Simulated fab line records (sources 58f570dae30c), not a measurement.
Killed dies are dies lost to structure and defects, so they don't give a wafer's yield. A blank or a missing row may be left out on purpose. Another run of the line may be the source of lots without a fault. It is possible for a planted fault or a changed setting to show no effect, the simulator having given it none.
fab line records | flow berkeley_cmos170
record: lots: 14 wafers: 42 last_day: 13
route steps=331 shown V1@257 M2@288 M3@316
lots untouched by any fault: they come from a run of this same line in which no faults occurred
start_h: start of the lot's first displayed wafer, in hours after the record's first day | wait_h: how many hours have passed since the lot's step before this one | " the same as in the row above | L1.1+2: several wafers, shown together as one row | - no value present, or no start provided | * or withheld: withheld | < > ~ a bound
route shown NAME@n: names a module that has steps shown in the file, with the first one's number in the route | usual: mean and standard deviation over wafers with no fault | same: alike in all rows | chamber/n: place in a boat | sites: per-site readings | _std_site: their standard deviation | _edge_site: inner sites' mean taken away from outer sites' mean | radius_mm: how far each site lies from the wafer's centre | mask NAME#n: copy n | behind: tool/chamber where the wafer was last shaped | hold: the reason the lot was held/the length of the hold in hours/how it ended | device: transistor that didn't switch, given as n, p or np | end of line: tests run on the same wafers once the route is complete | a step with no rows: only its recipe | killed: count of dies lost to structure and defects at first sort (not the wafer's yield) | map: a wafer's dies, marking killed ones x, the rest . and places with no die _
set.NAME: the run value of the setting; set.NAME@STEP: its run value at that earlier step | model.NAME: the simulator's own value behind a step, which no gauge read
steps of the route over a sample of lots; a table a step, a row a wafer
services: a tool's chamber out of use, with start hour (start_h, from the record's first day; less than 0 if before it), hours out, and reason
== steps ==
step: UCB170_V1_BOW_MEAS_03
recipe: mode: bow
usual: V1_BOW: 19/6.8
columns lot.wafer tool chamber start_h wait_h V1_BOW[um]
L117.1 film_metro-01 - 171.22 0.1 17
L117.2 " - " " 26
L117.6 " - " " 18
L120.1 film_metro-01 - 183.57 0.1 29
L120.2 " - " " 12
L120.3 " - " " 11
L118.1 film_metro-01 - 184.90 0.1 12
L118.2 " - " " 14
L118.3 " - " " 18
L119.4 film_metro-04 - 186.30 0.2 14
L119.5 " - " " 14
L119.6 " - " " 21
L121.1 film_metro-04 - 197.06 0.1 18
L121.2 " - " " 11
L121.6 " - " " 16
L122.2 film_metro-01 - 198.41 0.3 19
L122.4 " - " " 15
L122.5 " - " " 18
L123.2 film_metro-04 - 208.42 0.3 26
L123.4 " - " " 12
L123.6 " - " " 30
L124.3 film_metro-04 - 209.78 0.2 19
L124.4 " - " " 21
L124.6 " - " " 16
L126.3 film_metro-01 - 225.68 0.3 26
L126.4 " - " " 21
L126.5 " - " " 27
L130.1 film_metro-01 - 241.50 0.1 22
L130.3 " - " " 26
L130.6 " - " " 16
L134.1 film_metro-03 - 268.98 0.2 27
L134.2 " - " " 29
L134.5 " - " " 28
L136.1 film_metro-03 - 278.83 0.1 19
L136.4 " - " " 20
L136.5 " - " " 20
L138.1 film_metro-03 - 306.32 0.2 17
L138.3 " - " " 17
L138.5 " - " " 28
L139.2 film_metro-01 - 306.34 0.2 20
L139.3 " - " " 41
L139.4 " - " " 21
step: UCB170_M2_ETCH_17
recipe: chemistry: N2/H2 target_depth_a: withheld overetch_a: withheld target: BARC time_s: withheld source_w: 500 bias_w: 100 pressure_mtorr: 30 n2_flow_sccm: 100 h2_flow_sccm: 200
usual: drypump_motor_current_A: 5.6/0.54 oes_product_au: 0.999/0.022 throttle_valve_pct: 13.29/0.18
columns lot.wafer tool chamber start_h wait_h drypump_motor_current_A oes_product_au throttle_valve_pct
L117.1 rie_diel-04 0 176.40 0.0 5.7 0.986 13.09
L117.2 " 3 " " 6.3 0.967 13.21
L117.6 " 1 " " 5.0 0.993 12.93
L120.1 rie_diel-02 0 188.50 0.0 5.8 1.026 13.47
L120.2 " 2 " " 5.1 0.979 13.50
L120.3 " 3 " " 5.8 1.019 13.40
L118.1 rie_diel-02 1 191.58 0.0 5.0 0.972 13.12
L118.2 " 2 " " 5.1 0.982 13.50
L118.3 " 0 " " 5.9 1.023 13.45
L119.4 rie_diel-04 0 191.83 0.0 5.7 0.984 13.10
L119.5 " 0 " " 5.7 0.982 13.10
L119.6 " 1 " " 4.9 0.996 12.93
L121.1 rie_diel-02 1 201.09 0.0 5.0 0.964 13.10
L121.2 " 3 " " 5.8 1.025 13.41
L121.6 " 3 " " 5.8 1.016 13.40
L122.2 rie_diel-03 3 202.32 0.0 6.4 0.989 13.39
L122.4 " 2 " " 6.1 1.028 13.23
L122.5 " 2 " " 6.1 1.017 13.23
L123.2 rie_diel-02 1 215.97 0.0 5.0 0.976 13.12
L123.4 " 0 " " 5.8 1.024 13.45
L123.6 " 1 " " 5.0 0.981 13.12
L124.3 rie_diel-04 1 216.09 0.0 5.0 0.982 12.93
L124.4 " 0 " " 5.7 0.972 13.11
L124.6 " 1 " " 5.0 0.988 12.94
L126.3 rie_diel-03 0 232.98 0.0 4.7 1.014 13.51
L126.4 " 2 " " 6.1 1.022 13.21
L126.5 " 2 " " 6.1 1.024 13.21
L130.1 rie_diel-03 1 245.69 0.0 5.2 0.979 13.24
L130.3 " 2 " " 6.0 1.011 13.22
L130.6 " 1 " " 5.2 0.978 13.24
L134.1 rie_diel-03 1 276.87 0.0 5.2 0.981 13.24
L134.2 " 2 " " 6.1 1.008 13.23
L134.5 " 3 " " 6.4 0.991 13.38
L136.1 rie_diel-02 0 284.65 0.0 5.8 1.026 13.45
L136.4 " 2 " " 5.1 0.982 13.47
L136.5 " 1 " " 5.0 0.976 13.12
L138.1 rie_diel-02 3 310.47 0.0 5.8 1.028 13.39
L138.3 " 0 " " 5.8 1.017 13.46
L138.5 " 0 " " 5.8 1.027 13.45
L139.2 rie_diel-03 1 312.09 0.0 5.2 0.981 13.23
L139.3 " 0 " " 4.7 1.008 13.51
L139.4 " 2 " " 6.1 1.022 13.22
step: UCB170_M3_STRIP_07
recipe: chemistry: O2 power_w: 400 pressure_mtorr: 3500 platen_temp_c: withheld o2_flow_sccm: 400 overash_fraction: 0.5
usual: drypump_motor_current_A: 5.9/0.51 oes_product_au: 0.734/0.0044 strip_time_to_endpoint_s: 21.97/0.059
columns lot.wafer tool chamber start_h wait_h drypump_motor_current_A oes_product_au rf_hours_counter_h strip_time_to_endpoint_s
L117.1 plasma_asher-03 0 180.59 0.1 5.9 0.739 7 21.90
L117.2 " 1 " " 6.2 0.732 7 21.87
L117.6 " 1 " " 6.2 0.735 - 21.92
L120.1 plasma_asher-02 0 192.31 0.1 6.7 0.731 48 21.96
L120.2 " 1 " " 6.1 0.737 48 22.01
L120.3 " 1 " " 6.1 0.731 - 22.01
L118.1 plasma_asher-02 1 195.32 0.1 6.0 0.736 48 21.95
L118.2 " 0 " " 6.7 0.736 48 21.91
L118.3 " 1 " " 6.1 0.730 - 21.96
L119.4 plasma_asher-04 0 195.71 0.1 5.4 0.724 - 21.96
L119.5 " 1 " " 5.3 0.745 - 21.98
L119.6 " 0 " " 5.4 0.733 - 21.94
L121.1 plasma_asher-04 0 204.59 0.1 5.4 0.730 46 21.90
L121.2 " 1 " " 5.3 0.737 46 21.93
L121.6 " 1 " " 5.3 0.734 - 21.96
L122.2 plasma_asher-02 1 206.26 0.1 6.1 0.735 49 21.87
L122.4 " 0 " " 6.7 0.725 - 21.88
L122.5 " 0 " " 6.7 0.738 - 21.99
L123.2 plasma_asher-04 1 219.97 0.1 5.3 0.727 48 21.98
L123.4 " 1 " " 5.3 0.734 - 21.91
L123.6 " 1 " " 5.3 0.735 - 21.99
L124.3 plasma_asher-02 0 220.33 0.1 6.7 0.733 - 21.97
L124.4 " 1 " " 6.1 0.736 - 21.98
L124.6 " 1 " " 6.1 0.734 - 21.98
L126.3 plasma_asher-04 1 236.65 0.1 5.3 0.736 - 21.99
L126.4 " 0 " " 5.4 0.736 - 22.05
L126.5 " 0 " " 5.4 0.741 - 22.00
L130.1 plasma_asher-04 1 249.32 0.1 5.3 0.726 50 22.02
L130.3 " 0 " " 5.4 0.745 - 22.03
L130.6 " 1 " " 5.3 0.737 - 21.99
L134.1 plasma_asher-02 1 280.70 0.1 6.1 0.732 57 21.95
L134.2 " 0 " " 6.7 0.735 57 21.86
L134.5 " 1 " " 6.1 0.738 - 21.86
L136.1 plasma_asher-04 0 288.48 0.1 5.4 0.732 54 21.90
L136.4 " 1 " " 5.3 0.735 - 21.94
L136.5 " 1 " " 5.3 0.733 - 21.90
L138.1 plasma_asher-03 1 314.60 0.1 6.2 0.731 21 22.07
L138.3 " 0 " " 5.8 0.736 - 22.08
L138.5 " 0 " " 5.8 0.737 - 22.11
L139.2 plasma_asher-02 0 316.88 0.1 6.7 0.734 61 21.97
L139.3 " 1 " " 6.1 0.727 - 22.03
L139.4 " 0 " " 6.7 0.727 - 22.08
step: UCB170_M3_COAT_09
recipe: resist: BARC temp_c: withheld time_s: withheld spin_rpm: 3000 resist_thk_nm: withheld
usual: exhaust_pa: 45.1/0.88 spin_speed_rpm: 2999.9/2
columns lot.wafer tool chamber start_h wait_h exhaust_pa spin_speed_rpm
L117.1 litho_track-02 0 180.87 0.0 47.0 2997.2
L117.2 " 0 " " 44.8 3004.6
L117.6 " 0 " " 45.2 2999.8
L120.1 litho_track-02 0 192.59 0.0 44.4 3000.8
L120.2 " 0 " " 45.4 2999.7
L120.3 " 0 " " 44.3 2996.3
L118.1 litho_track-02 0 196.05 0.5 46.3 3000.2
L118.2 " 0 " " 45.4 3001.4
L118.3 " 0 " " 45.2 2999.1
L119.4 litho_track-03 0 196.20 0.3 45.0 3004.6
L119.5 " 0 " " 44.6 3000.0
L119.6 " 0 " " 45.3 3000.2
L121.1 litho_track-02 0 204.86 0.0 45.4 2998.1
L121.2 " 0 " " 45.7 3000.8
L121.6 " 0 " " 45.8 2999.3
L122.2 litho_track-02 0 206.56 0.0 45.2 2997.5
L122.4 " 0 " " 42.8 2997.0
L122.5 " 0 " " 44.3 2997.7
L123.2 litho_track-02 0 220.42 0.2 44.4 3000.3
L123.4 " 0 " " 45.1 3001.2
L123.6 " 0 " " 45.7 3001.6
L124.3 litho_track-03 0 220.74 0.2 46.0 2999.8
L124.4 " 0 " " 46.0 2999.5
L124.6 " 0 " " 45.6 2997.9
L126.3 litho_track-02 0 236.97 0.1 47.1 3103.7
L126.4 " 0 " " 45.7 3106.1
L126.5 " 0 " " 46.5 3101.9
L130.1 litho_track-02 0 249.61 0.0 43.8 3103.6
L130.3 " 0 " " 44.7 3103.0
L130.6 " 0 " " 44.3 3105.2
L134.1 litho_track-03 0 281.52 0.0 45.3 3000.4
L134.2 " 0 " " 46.4 2998.9
L134.5 " 0 " " 46.6 2999.4
L136.1 litho_track-04 0 289.36 0.4 44.4 2997.7
L136.4 " 0 " " 45.1 2994.5
L136.5 " 0 " " 44.8 3000.1
L138.1 litho_track-02 0 315.60 0.5 43.1 2999.0
L138.3 " 0 " " 45.3 2997.8
L138.5 " 0 " " 43.0 3000.5
L139.2 litho_track-02 0 318.15 0.8 44.1 2999.8
L139.3 " 0 " " 44.4 2997.9
L139.4 " 0 " " 45.3 2999.0
== services ==
columns tool chamber start_h hours kind
rie_diel-03 - 190.23 2.0 repair
rie_diel-04 3 204.72 4.5 repair
rie_diel-02 2 205.61 3.8 repair
rie_diel-04 0 223.10 10.7 repair
rie_diel-03 - 239.31 0.2 repair
rie_diel-04 - 239.83 15.6 pm
plasma_asher-04 - 257.70 1.3 repair
rie_diel-02 1 260.36 2.8 repair
rie_diel-03 - 269.70 0.4 repair
rie_diel-02 3 272.13 3.3 repair
== key ==
first_sign: step: UCB170_M3_COAT_09 reading: spin_speed_rpm direction: up sigmas: 52 usual: 2999.9 struck: 3103.9
effect none on later readings
met_at UCB170_M3_COAT_09
struck_lots L126,L130
sort_left_out L126.3,L126.4,L126.5
not_acting_at UCB170_V1_BOW_MEAS_03,UCB170_M2_ETCH_17,UCB170_M3_STRIP_07
onset_between 220.42 236.97
fault: kind: process_parameter_drift tool: litho_track-02 chamber: - onset_h: 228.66 steps: UCB170_M3_COAT_09 channel: spin_rpm offset: 105.53 shape: step end_h: 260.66 acts_in: these_recipes_only stated: 3000
sort_left_out: the simulated sort isn't trusted on such a fault, so these wafers' sort isn't shown, and their yield isn't known
